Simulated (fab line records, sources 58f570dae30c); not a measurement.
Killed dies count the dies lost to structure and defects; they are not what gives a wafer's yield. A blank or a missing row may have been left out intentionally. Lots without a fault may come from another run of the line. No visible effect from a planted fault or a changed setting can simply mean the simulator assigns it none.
fab line records -- flow berkeley-cmos170 -- part 2 of 2: steps 32 to 40 of 40
record: lots: 5, wafers: 15, last-day: 16
route steps=331 shown NVT@104 PVT@115 GATE@125 FIELD@126
lots with no fault: from the same line, run without faults
start-h: start of the lot's first displayed wafer, in hours after the record's first day -- wait-h: time in hours since the lot's previous step -- " repeats the value in the row above -- L1.1+2: a row that stands for several wafers -- - no value, or no start given -- * or withheld: withheld -- < > ~ a bound
route shown NAME@n: a module of which the file shows steps, and the number in the route of the first -- usual: mean/standard deviation of fault-free wafers -- same: alike in all rows -- chamber/n: place in a boat -- sites: readings site by site -- _std_site: the values' standard deviation -- _edge_site: mean of outer sites minus mean of inner sites -- radius-mm: how far each site lies from the wafer's centre -- mask NAME#n: copy n -- behind: tool/chamber where the wafer was last shaped -- hold: what put the lot on hold/how long, in hours/how the hold closed -- device: the transistor (n, p or np) that didn't switch -- end of line: the tests these same wafers got at the end of their route -- a step without rows: its recipe alone -- killed: count of dies lost to structure and defects at first sort (not the wafer's yield) -- map: the dies of a wafer, with x for killed, . for not killed, _ for no die there
set.NAME: the setting as run; set.NAME@STEP: as run at that earlier step -- model.NAME: the simulator's own value behind a step, which no gauge read
lots at selected steps of the route; one table per step, one row per wafer
services: from which hour (start-h, from the record's first day; less than 0 if before it) a tool's chamber was out of use, for how many hours, and why
== steps ==
step: UCB170_GATE_EXPOSE_09
recipe: mask-id: POLY, target-cd-nm: 350, na: 0.5, sigma-outer: 0.6, source-shape: conventional, dose-mj: 21
lot.wafer,tool,chamber,start-h,wait-h,mask
L076.2+4+6,krf-scanner-02,0,156.17,-,POLY#0
L084.3+4+5,krf-scanner-02,0,206.11,-,POLY#0
L086.1+5+6,krf-scanner-02,0,206.30,-,POLY#0
L088.1+3+5,krf-scanner-02,0,219.49,-,POLY#0
L095.2+4+5,krf-scanner-01,0,252.80,-,POLY#0
step: UCB170_GATE_PEB_10
recipe: peb-temp-c: 130, peb-time-s: withheld, resist: KrF
usual: plate-temp-C: 130.02/0.13
lot.wafer,tool,chamber,start-h,wait-h,plate-temp-C
L076.2,litho-track-01,0,156.45,0.3,130.07
L076.4,litho-track-01,0,156.45,0.3,130.18
L076.6,litho-track-01,0,156.45,0.3,130.12
L084.3,litho-track-04,0,206.36,0.2,129.99
L084.4,litho-track-04,0,206.36,0.2,130.13
L084.5,litho-track-04,0,206.36,0.2,130.01
L086.1,litho-track-01,0,206.70,0.4,130.03
L086.5,litho-track-01,0,206.70,0.4,130.20
L086.6,litho-track-01,0,206.70,0.4,130.49
L088.1,litho-track-04,0,220.23,0.7,129.88
L088.3,litho-track-04,0,220.23,0.7,129.95
L088.5,litho-track-04,0,220.23,0.7,129.90
L095.2,litho-track-01,0,253.58,0.8,129.86
L095.4,litho-track-01,0,253.58,0.8,129.94
L095.5,litho-track-01,0,253.58,0.8,129.90
step: UCB170_GATE_DEVELOP_11
recipe: developer: TMAH, develop-time-s: 45, resist: KrF, dev-temp-c: 21
lot.wafer,tool,chamber,start-h,wait-h
L076.2+4+6,litho-track-01,0,-,-
L084.3+4+5,litho-track-04,0,-,-
L086.1+5+6,litho-track-01,0,-,-
L088.1+3+5,litho-track-04,0,-,-
L095.2+4+5,litho-track-01,0,-,-
step: UCB170_GATE_CD_MEAS_12
recipe: target-cd-nm: 350
usual: cd-nm: 350.2/1.5
lot.wafer,tool,chamber,start-h,wait-h,cd-nm
L076.2,cd-sem-01,-,156.82,-,351.9
L076.4,cd-sem-01,-,156.82,-,350.2
L076.6,cd-sem-01,-,156.82,-,349.0
L084.3,cd-sem-01,-,206.63,-,349.6
L084.4,cd-sem-01,-,206.63,-,351.2
L084.5,cd-sem-01,-,206.63,-,350.3
L086.1,cd-sem-01,-,206.97,-,351.8
L086.5,cd-sem-01,-,206.97,-,351.7
L086.6,cd-sem-01,-,206.97,-,351.8
L088.1,cd-sem-01,-,220.51,-,351.2
L088.3,cd-sem-01,-,220.51,-,350.6
L088.5,cd-sem-01,-,220.51,-,351.5
L095.2,cd-sem-01,-,253.85,-,348.9
L095.4,cd-sem-01,-,253.85,-,349.3
L095.5,cd-sem-01,-,253.85,-,348.6
step: UCB170_GATE_OVL_MEAS_13
usual: GATE_OVL: -5/6.8
lot.wafer,tool,chamber,start-h,wait-h,GATE_OVL[nm]
L076.2,overlay-01,-,156.93,0.1,-7
L076.4,overlay-01,-,156.93,0.1,-11
L076.6,overlay-01,-,156.93,0.1,0
L084.3,overlay-01,-,206.72,0.1,-10
L084.4,overlay-01,-,206.72,0.1,-10
L084.5,overlay-01,-,206.72,0.1,-8
L086.1,overlay-01,-,207.09,0.1,-11
L086.5,overlay-01,-,207.09,0.1,-12
L086.6,overlay-01,-,207.09,0.1,-11
L088.1,overlay-01,-,220.63,0.1,-10
L088.3,overlay-01,-,220.63,0.1,-1
L088.5,overlay-01,-,220.63,0.1,-8
L095.2,overlay-01,-,253.96,0.1,6
L095.4,overlay-01,-,253.96,0.1,4
L095.5,overlay-01,-,253.96,0.1,12
step: UCB170_GATE_ETCH_14
recipe: chemistry: N2/H2, target-depth-a: withheld, overetch-a: withheld, target: BARC, time-s: withheld, source-w: 500, bias-w: 100, pressure-mtorr: 30, n2-flow-sccm: 100, h2-flow-sccm: 200
usual: drypump-motor-current-A: 5.8/0.51, oes-product-au: 1.001/0.018, throttle-valve-pct: 13.22/0.14
lot.wafer,tool,chamber,start-h,wait-h,drypump-motor-current-A,oes-product-au,throttle-valve-pct
L076.2,rie-diel-04,0,156.96,0.0,6.7,0.990,13.36
L076.4,rie-diel-04,2,156.96,0.0,5.9,0.988,13.36
L076.6,rie-diel-04,3,156.96,0.0,6.6,0.991,12.97
L084.3,rie-diel-02,0,206.74,0.0,6.5,1.002,13.33
L084.4,rie-diel-02,2,206.74,0.0,5.2,1.004,13.06
L084.5,rie-diel-02,0,206.74,0.0,6.5,1.005,13.33
L086.1,rie-diel-01,1,207.13,0.0,5.4,0.991,13.37
L086.5,rie-diel-01,0,207.13,0.0,5.9,1.034,13.16
L086.6,rie-diel-01,3,207.13,0.0,5.8,1.008,13.24
L088.1,rie-diel-01,2,220.66,0.0,5.5,1.011,13.26
L088.3,rie-diel-01,1,220.66,0.0,5.4,0.987,13.39
L088.5,rie-diel-01,1,220.66,0.0,5.4,0.995,13.40
L095.2,rie-diel-04,1,253.99,0.0,5.2,1.011,13.34
L095.4,rie-diel-04,0,253.99,0.0,6.7,0.969,13.35
L095.5,rie-diel-04,0,253.99,0.0,6.7,0.967,13.36
step: UCB170_GATE_ETCH_15
recipe: chemistry: HBr/Cl2, target: poly-Si, stop-on: SiO2, over-etch-frac: 0.3, icp-w: 300, bias-w: 150, time-s: 56.3, pressure-mtorr: 15, HBr_flow_sccm: 150, Cl2_flow_sccm: 50, target-depth-a: 2782
usual: drypump-motor-current-A: 5.7/0.41, oes-product-au: 0.831/0.013, throttle-valve-pct: 26.32/0.25
lot.wafer,tool,chamber,start-h,wait-h,drypump-motor-current-A,oes-product-au,rf-hours-counter-h,throttle-valve-pct
L076.2,rie-si-02,2,157.00,-,5.5,0.851,36,26.53
L076.4,rie-si-02,3,157.00,-,5.8,0.827,32,26.29
L076.6,rie-si-02,0,157.00,-,6.6,0.803,-,26.14
L084.3,rie-si-01,2,206.79,-,5.0,0.835,0,26.82
L084.4,rie-si-01,0,206.79,-,5.6,0.834,57,25.96
L084.5,rie-si-01,1,206.79,-,5.5,0.812,-,26.19
L086.1,rie-si-01,3,207.17,-,6.0,0.819,1,26.56
L086.5,rie-si-01,3,207.17,-,6.0,0.822,-,26.56
L086.6,rie-si-01,0,207.17,-,5.6,0.828,-,25.94
L088.1,rie-si-02,3,220.70,-,5.8,0.832,32,26.29
L088.3,rie-si-02,0,220.70,-,6.6,0.805,64,26.15
L088.5,rie-si-02,0,220.70,-,6.6,0.807,-,26.15
L095.2,rie-si-02,1,254.03,-,5.5,0.843,62,26.25
L095.4,rie-si-02,3,254.03,-,5.8,0.844,32,26.31
L095.5,rie-si-02,3,254.03,-,5.8,0.845,-,26.30
step: UCB170_GATE_STRIP_16
recipe: chemistry: O2, power-w: 400, pressure-mtorr: 3500, platen-temp-c: withheld, o2-flow-sccm: 400, overash-fraction: 0.5
usual: drypump-motor-current-A: 5.8/0.43, o2-flow-sccm: 399.8/1.2, oes-product-au: 0.724/0.0046
lot.wafer,tool,chamber,start-h,wait-h,drypump-motor-current-A,o2-flow-sccm,oes-product-au,rf-hours-counter-h
L076.2,plasma-asher-04,0,157.05,0.0,6.1,400.6,0.732,39
L076.4,plasma-asher-04,1,157.05,0.0,5.3,400.0,0.718,-
L076.6,plasma-asher-04,0,157.05,0.0,6.1,399.6,0.725,-
L084.3,plasma-asher-04,1,206.87,0.1,5.3,401.0,0.727,-
L084.4,plasma-asher-04,0,206.87,0.1,6.1,398.9,0.728,-
L084.5,plasma-asher-04,0,206.87,0.1,6.1,400.0,0.727,-
L086.1,plasma-asher-04,0,207.22,0.0,6.1,400.3,0.726,45
L086.5,plasma-asher-04,1,207.22,0.0,5.3,400.5,0.736,-
L086.6,plasma-asher-04,0,207.22,0.0,6.1,401.3,0.712,-
L088.1,plasma-asher-04,0,220.75,0.0,6.1,398.2,0.719,47
L088.3,plasma-asher-04,0,220.75,0.0,6.1,399.8,0.727,-
L088.5,plasma-asher-04,1,220.75,0.0,5.3,398.9,0.720,-
L095.2,plasma-asher-04,0,254.08,0.0,6.1,400.4,0.722,51
L095.4,plasma-asher-04,0,254.08,0.0,6.1,402.1,0.727,-
L095.5,plasma-asher-04,0,254.08,0.0,6.1,400.4,0.722,-
step: UCB170_GATE_CD_MEAS_90
recipe: target-cd-nm: 350
usual: cd-nm: 350.2/1.5
lot.wafer,tool,chamber,start-h,wait-h,cd-nm
L076.2,cd-sem-02,-,157.17,0.1,351.9
L076.4,cd-sem-02,-,157.17,0.1,350.3
L076.6,cd-sem-02,-,157.17,0.1,349.4
L084.3,cd-sem-02,-,206.97,0.1,349.3
L084.4,cd-sem-02,-,206.97,0.1,351.7
L084.5,cd-sem-02,-,206.97,0.1,350.0
L086.1,cd-sem-01,-,207.32,0.1,352.3
L086.5,cd-sem-01,-,207.32,0.1,350.9
L086.6,cd-sem-01,-,207.32,0.1,352.2
L088.1,cd-sem-02,-,220.97,0.2,350.9
L088.3,cd-sem-02,-,220.97,0.2,351.1
L088.5,cd-sem-02,-,220.97,0.2,351.6
L095.2,cd-sem-01,-,254.34,0.2,348.8
L095.4,cd-sem-01,-,254.34,0.2,349.9
L095.5,cd-sem-01,-,254.34,0.2,348.5
== services ==
tool,chamber,start-h,hours,kind
implanter-01,-,112.54,1.8,repair
implanter-02,-,115.04,5.0,pm
rie-diel-04,2,117.04,7.3,repair
wet-bench-04,-,124.63,4.4,pm
krf-scanner-02,-,134.69,0.8,pm
krf-scanner-01,-,137.28,1.8,repair
plasma-asher-01,-,145.72,2.8,pm
krf-scanner-02,-,147.79,3.4,repair
implanter-03,-,147.85,2.0,repair
krf-scanner-01,-,155.77,24.2,repair
implanter-01,-,155.90,5.5,pm
furnace-01,-,164.44,3.3,pm
implanter-03,-,166.08,5.8,repair
furnace-02,-,169.67,4.3,pm
krf-scanner-02,-,179.97,11.6,pm
rie-si-02,-,180.36,2.8,pm
implanter-01,-,187.09,0.6,repair
wet-bench-03,-,192.54,1.7,repair
krf-scanner-02,-,222.98,1.0,pm
krf-scanner-01,-,225.10,1.3,pm
furnace-02,-,227.91,3.5,pm
implanter-03,-,234.55,1.2,repair
implanter-03,-,239.93,1.9,repair
plasma-asher-01,-,241.71,39.7,repair
